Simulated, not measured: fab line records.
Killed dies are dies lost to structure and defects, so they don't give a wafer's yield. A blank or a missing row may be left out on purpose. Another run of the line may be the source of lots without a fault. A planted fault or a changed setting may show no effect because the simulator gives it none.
fab line records	flow berkeley_cmos170
record lots=7	wafers=21	last_day=12
route steps=331 shown M2@276
lots that met no fault: taken from a fault-free run of the same line
start_h: the number of hours between the record's first day and the start of the first shown wafer of the lot	wait_h: how many hours have passed since the lot's step before this one	" unchanged from the row above	L1.1+2: a single row standing in for several wafers	- no value present, or no start provided	* or withheld: withheld	< > ~ a bound
route shown NAME@n: a module of which the file shows steps, and the number in the route of the first	usual: the fault-free wafers' mean and standard deviation	same: alike in all rows	chamber/n: place in a boat	sites: readings site by site	_std_site: standard deviation across them	_edge_site: inner sites' mean taken away from outer sites' mean	radius_mm: how far each site lies from the wafer's centre	mask NAME#n: copy n	behind: the tool/chamber that last shaped the wafer	hold: cause of the lot's hold/its duration in hours/its outcome	device: names the non-switching transistor (n, p or np)	end of line: the same wafers' tests at the end of the route	for a step that has no rows: nothing shown but its recipe	killed: dies lost to structure and defects at the first sort, not the wafer's yield	map: a wafer's dies, x killed, . not, _ none there
set.NAME: setting as actually run; set.NAME@STEP: the setting as run at that earlier step	model.NAME: the simulator's own value behind a step, which no gauge read
lots at some steps of the route; a table a step, a row a wafer
services: from which hour (start_h, from the record's first day; less than 0 if before it) a tool's chamber was out of use, for how many hours, and why
## steps
# step UCB170_M2_COAT_05
# recipe resist=KrF	spin_rpm=1500	resist_thk_nm=900
# step UCB170_M2_SOFTBAKE_06
# recipe resist=KrF	temp_c=130	time_s=60
# step UCB170_M2_STRIP_07
# recipe chemistry=O2	power_w=400	pressure_mtorr=3500	platen_temp_c=withheld	o2_flow_sccm=400	overash_fraction=0.5
# usual drypump_motor_current_A=5.7/0.35	oes_product_au=0.735/0.0047	strip_time_to_endpoint_s=21.97/0.055
lot.wafer	tool	chamber	start_h	wait_h	drypump_motor_current_A	oes_product_au	rf_hours_counter_h	strip_time_to_endpoint_s
L666.2	plasma_asher-04	0	180.77	0.1	6.1	0.731	47	22.04
L666.4	"	0	"	"	6.1	0.735	-	22.03
L666.6	"	1	"	"	5.6	0.731	-	22.00
L668.3	plasma_asher-02	0	197.60	0.1	5.5	0.737	-	22.00
L668.4	"	1	"	"	6.2	0.734	-	21.99
L668.5	"	1	"	"	6.2	0.726	-	21.97
L671.1	plasma_asher-02	0	209.97	0.1	5.5	0.737	42	22.09
L671.3	"	1	"	"	6.2	0.734	-	22.05
L671.5	"	0	"	"	5.5	0.738	-	21.93
L669.3	plasma_asher-04	1	210.25	0.1	5.6	0.739	-	22.08
L669.4	"	0	"	"	6.1	0.733	-	21.97
L669.5	"	0	"	"	6.1	0.741	-	22.04
L679.2	plasma_asher-01	0	269.26	0.1	5.5	0.726	17	22.01
L679.3	"	1	"	"	5.1	0.736	-	22.01
L679.4	"	0	"	"	5.6	0.744	-	22.11
L680.2	plasma_asher-02	0	271.05	0.1	5.5	0.731	50	21.90
L680.3	"	1	"	"	6.2	0.736	-	21.92
L680.4	"	0	"	"	5.5	0.736	-	22.02
L682.3	plasma_asher-01	1	278.47	0.1	5.1	0.741	-	21.91
L682.5	"	1	"	"	5.1	0.739	-	21.83
L682.6	"	0	"	"	5.5	0.740	-	21.85
# step UCB170_M2_STRIP_08
# recipe chemistry=DMSO	temp_c=80	time_s=600	material=KrF
# step UCB170_M2_COAT_09
# recipe resist=BARC	temp_c=withheld	time_s=withheld	spin_rpm=3000	resist_thk_nm=withheld
# step UCB170_M2_COAT_10
# recipe resist=KrF	spin_rpm=1500	resist_thk_nm=900
# step UCB170_M2_SOFTBAKE_11
# recipe resist=KrF	temp_c=130	time_s=60
# step UCB170_M2_EXPOSE_12
# recipe mask_id=METAL2	target_cd_nm=700	na=0.5	sigma_outer=0.6	source_shape=conventional	dose_mj=26
# step UCB170_M2_PEB_13
# recipe peb_temp_c=130	peb_time_s=withheld	resist=KrF
# step UCB170_M2_DEVELOP_14
# recipe developer=TMAH	develop_time_s=45	resist=KrF	dev_temp_c=21
# step UCB170_M2_CD_MEAS_15
# recipe target_cd_nm=700
# usual cd_nm=699.6/1.6
lot.wafer	tool	chamber	start_h	wait_h	cd_nm
L666.2	cd_sem-02	-	182.26	-	699.1
L666.4	"	-	"	"	700.9
L666.6	"	-	"	"	699.3
L668.3	cd_sem-02	-	198.93	-	701.0
L668.4	"	-	"	"	700.5
L668.5	"	-	"	"	702.1
L671.1	cd_sem-01	-	211.24	-	699.1
L671.3	"	-	"	"	700.0
L671.5	"	-	"	"	698.7
L669.3	cd_sem-02	-	211.69	-	700.3
L669.4	"	-	"	"	699.7
L669.5	"	-	"	"	699.5
L679.2	cd_sem-02	-	270.57	-	698.4
L679.3	"	-	"	"	699.3
L679.4	"	-	"	"	698.7
L680.2	cd_sem-02	-	272.57	-	697.4
L680.3	"	-	"	"	694.7
L680.4	"	-	"	"	695.4
L682.3	cd_sem-01	-	280.19	-	698.7
L682.5	"	-	"	"	698.4
L682.6	"	-	"	"	698.4
# step UCB170_M2_OVL_MEAS_16
# usual M2_OVL=1/4.5
lot.wafer	tool	chamber	start_h	wait_h	M2_OVL[nm]
L666.2	overlay-02	-	182.37	0.1	0
L666.4	"	-	"	"	-1
L666.6	"	-	"	"	3
L668.3	overlay-02	-	199.02	0.1	-3
L668.4	"	-	"	"	-5
L668.5	"	-	"	"	-2
L671.1	overlay-01	-	211.36	0.1	-4
L671.3	"	-	"	"	-3
L671.5	"	-	"	"	-6
L669.3	overlay-02	-	211.78	0.1	1
L669.4	"	-	"	"	-1
L669.5	"	-	"	"	-7
L679.2	overlay-02	-	270.68	0.1	-6
L679.3	"	-	"	"	-2
L679.4	"	-	"	"	-5
L680.2	overlay-02	-	272.67	0.1	-3
L680.3	"	-	"	"	3
L680.4	"	-	"	"	0
L682.3	overlay-02	-	280.28	0.1	1
L682.5	"	-	"	"	-8
L682.6	"	-	"	"	-1
# step UCB170_M2_ETCH_17
# recipe chemistry=N2/H2	target_depth_a=withheld	overetch_a=withheld	target=BARC	time_s=withheld	source_w=500	bias_w=100	pressure_mtorr=30	n2_flow_sccm=100	h2_flow_sccm=200
# usual bias_w=100.0/0.31	chamber_pressure_mTorr=30.00/0.041	drypump_motor_current_A=5.8/0.43	oes_product_au=1.003/0.021	throttle_valve_pct=13.34/0.19
lot.wafer	tool	chamber	start_h	wait_h	bias_w	chamber_pressure_mTorr	drypump_motor_current_A	oes_product_au	throttle_valve_pct
L666.2	rie_diel-01	1	182.40	0.0	100.3	30.01	6.2	0.997	13.64
L666.4	"	3	"	"	100.8	29.99	5.2	1.008	13.66
L666.6	"	1	"	"	100.2	29.99	6.1	0.997	13.66
L668.3	rie_diel-04	0	199.05	0.0	-	-	-	-	-
L668.4	"	1	"	"	-	-	-	-	-
L668.5	"	3	"	"	-	-	-	-	-
L671.1	rie_diel-04	1	211.40	0.0	-	-	-	-	-
L671.3	"	2	"	"	-	-	-	-	-
L671.5	"	3	"	"	-	-	-	-	-
L669.3	rie_diel-02	1	211.80	0.0	-	-	-	-	-
L669.4	"	0	"	"	-	-	-	-	-
L669.5	"	0	"	"	-	-	-	-	-
L679.2	rie_diel-02	3	270.71	0.0	100.0	30.00	5.1	0.993	13.09
L679.3	"	0	"	"	99.6	29.97	5.3	1.022	13.03
L679.4	"	1	"	"	99.9	29.97	6.2	0.957	13.50
L680.2	rie_diel-01	1	272.70	0.0	100.8	29.98	6.1	0.980	13.67
L680.3	"	0	"	"	100.3	30.02	5.7	1.013	13.21
L680.4	"	3	"	"	100.2	29.97	5.3	0.997	13.66
L682.3	rie_diel-02	1	280.30	0.0	100.1	30.01	6.2	0.967	13.51
L682.5	"	1	"	"	100.1	29.98	6.2	0.964	13.52
L682.6	"	2	"	"	100.5	30.03	5.4	0.994	13.47
# step UCB170_M2_METAL_ETCH_18
# recipe chemistry=Cl2/BCl3	target=Al	stop_on=SiO2	pressure_mtorr=12	target_depth_a=11700	over_etch_frac=0.3	time_s=195	icp_w=600	bias_w=120	Cl2_flow_sccm=90	bcl3_flow_sccm=45
# usual bcl3_flow_sccm=45.00/0.13	bias_w=120.0/0.34	drypump_motor_current_A=5.67/0.22	oes_product_au=0.858/0.0081	throttle_valve_pct=24.36/0.29
lot.wafer	tool	chamber	start_h	wait_h	bcl3_flow_sccm	bias_w	drypump_motor_current_A	oes_product_au	rf_hours_counter_h	throttle_valve_pct
L666.2	rie_metal-03	1	182.44	-	45.05	119.8	5.79	0.847	8.1	24.09
L666.4	"	1	"	"	44.96	120.2	5.81	0.858	-	24.10
L666.6	"	0	"	"	44.86	120.1	5.32	0.848	-	24.43
L668.3	rie_metal-01	0	199.15	-	45.03	120.4	6.10	0.374	-	25.12
L668.4	"	1	"	"	45.00	119.9	5.70	0.383	-	24.37
L668.5	"	1	"	"	44.98	120.0	5.70	0.377	-	24.37
L671.1	rie_metal-04	0	211.44	-	45.07	120.1	5.77	0.383	7.4	24.87
L671.3	"	1	"	"	44.99	119.8	5.51	0.374	-	24.35
L671.5	"	1	"	"	45.01	119.9	5.48	0.372	-	24.36
L669.3	rie_metal-03	0	211.91	-	45.22	119.7	5.35	0.377	-	24.67
L669.4	"	1	"	"	45.01	119.8	5.81	0.369	-	24.32
L669.5	"	0	"	"	45.05	119.9	5.35	0.373	-	24.68
L679.2	rie_metal-03	1	270.75	-	45.12	120.1	5.80	0.858	9.8	24.07
L679.3	"	0	"	"	44.97	120.2	5.33	0.863	-	24.43
L679.4	"	1	"	"	45.11	120.1	5.80	0.854	-	24.08
L680.2	rie_metal-01	1	272.75	-	45.14	119.5	5.67	0.852	6.4	24.15
L680.3	"	1	"	"	45.05	119.7	5.68	0.851	-	24.12
L680.4	"	0	"	"	44.91	120.0	6.10	0.859	-	24.88
L682.3	rie_metal-03	1	280.41	-	44.91	119.9	5.75	0.853	-	24.09
L682.5	"	1	"	"	44.83	120.2	5.78	0.845	-	24.08
L682.6	"	0	"	"	45.08	119.9	5.32	0.854	-	24.43
# step UCB170_M2_STRIP_19
# recipe chemistry=O2	power_w=400	pressure_mtorr=3500	platen_temp_c=withheld	o2_flow_sccm=400	overash_fraction=0.5
# usual drypump_motor_current_A=5.6/0.37	oes_product_au=0.551/0.017
lot.wafer	tool	chamber	start_h	wait_h	drypump_motor_current_A	oes_product_au	rf_hours_counter_h
L666.2	plasma_asher-01	0	182.62	0.1	5.5	0.522	8
L666.4	"	1	"	"	5.1	0.520	-
L666.6	"	0	"	"	5.5	0.557	-
L668.3	plasma_asher-02	0	199.31	0.1	5.5	0.525	-
L668.4	"	1	"	"	6.2	0.569	-
L668.5	"	0	"	"	5.5	0.561	-
L671.1	plasma_asher-01	1	211.63	0.1	5.1	0.544	10
L671.3	"	0	"	"	5.5	0.567	-
L671.5	"	1	"	"	5.1	0.556	-
L669.3	plasma_asher-01	0	212.07	0.1	5.5	0.572	-
L669.4	"	1	"	"	5.1	0.543	-
L669.5	"	0	"	"	5.5	0.560	-
L679.2	plasma_asher-01	0	270.94	0.1	5.5	0.528	17
L679.3	"	1	"	"	5.1	0.551	-
L679.4	"	0	"	"	5.5	0.530	-
L680.2	plasma_asher-01	0	272.93	0.1	5.5	0.570	18
L680.3	"	1	"	"	5.1	0.564	-
L680.4	"	0	"	"	5.5	0.550	-
L682.3	plasma_asher-04	1	280.56	0.1	5.6	0.533	-
L682.5	"	1	"	"	5.6	0.522	-
L682.6	"	0	"	"	6.1	0.558	-
# step UCB170_M2_CD_MEAS_90
# recipe target_cd_nm=700
# usual cd_nm=698/4.7
lot.wafer	tool	chamber	start_h	wait_h	cd_nm
L666.2	cd_sem-02	-	182.74	0.1	688
L666.4	"	-	"	"	694
L666.6	"	-	"	"	696
L668.3	cd_sem-02	-	199.42	0.1	-
L668.4	"	-	"	"	-
L668.5	"	-	"	"	-
L671.1	cd_sem-01	-	211.73	0.1	-
L671.3	"	-	"	"	-
L671.5	"	-	"	"	-
L669.3	cd_sem-02	-	212.17	0.1	-
L669.4	"	-	"	"	-
L669.5	"	-	"	"	-
L679.2	cd_sem-02	-	271.06	0.1	694
L679.3	"	-	"	"	694
L679.4	"	-	"	"	693
L680.2	cd_sem-02	-	273.09	0.1	694
L680.3	"	-	"	"	693
L680.4	"	-	"	"	695
L682.3	cd_sem-02	-	280.67	0.1	695
L682.5	"	-	"	"	691
L682.6	"	-	"	"	693
## services
tool	chamber	start_h	hours	kind
rie_diel-04	1	170.26	-	clean
rie_diel-04	1	170.26	21.3	scheduled_down
rie_diel-04	1	170.26	21.3	vent_cycle
plasma_asher-04	-	250.73	4.9	repair
rie_metal-03	-	264.79	4.3	pm
## key
first_sign step=UCB170_M2_ETCH_17	reading=tool_record	direction=missing
effect step=UCB170_M2_METAL_ETCH_18	reading=oes_product_au	direction=down	sigmas=59	usual=0.858	struck=0.376
effect step=UCB170_M2_CD_MEAS_90	reading=cd_nm	direction=missing
met_at UCB170_M2_ETCH_17
struck_wafers L668.3,L668.4,L668.5,L669.3,L669.4,L669.5,L671.1,L671.3,L671.5
later_rows_left_out L668.3,L668.4,L668.5,L669.3,L669.4,L669.5,L671.1,L671.3,L671.5
sort_left_out L668.3,L668.4,L668.5,L669.3,L669.4,L669.5,L671.1,L671.3,L671.5
fault kind=skipped_step_whole	tool=rie_diel-02,rie_diel-04	chamber=-	onset_h=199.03	steps=UCB170_M2_ETCH_17	scope=struck_lots_only
# sort_left_out: the simulated sort isn't trusted on such a fault, so these wafers' sort isn't shown, and their yield isn't known
# later_rows_left_out: the simulator's readings of these wafers behind a module that went badly wrong aren't trusted and aren't shown, but for the sort
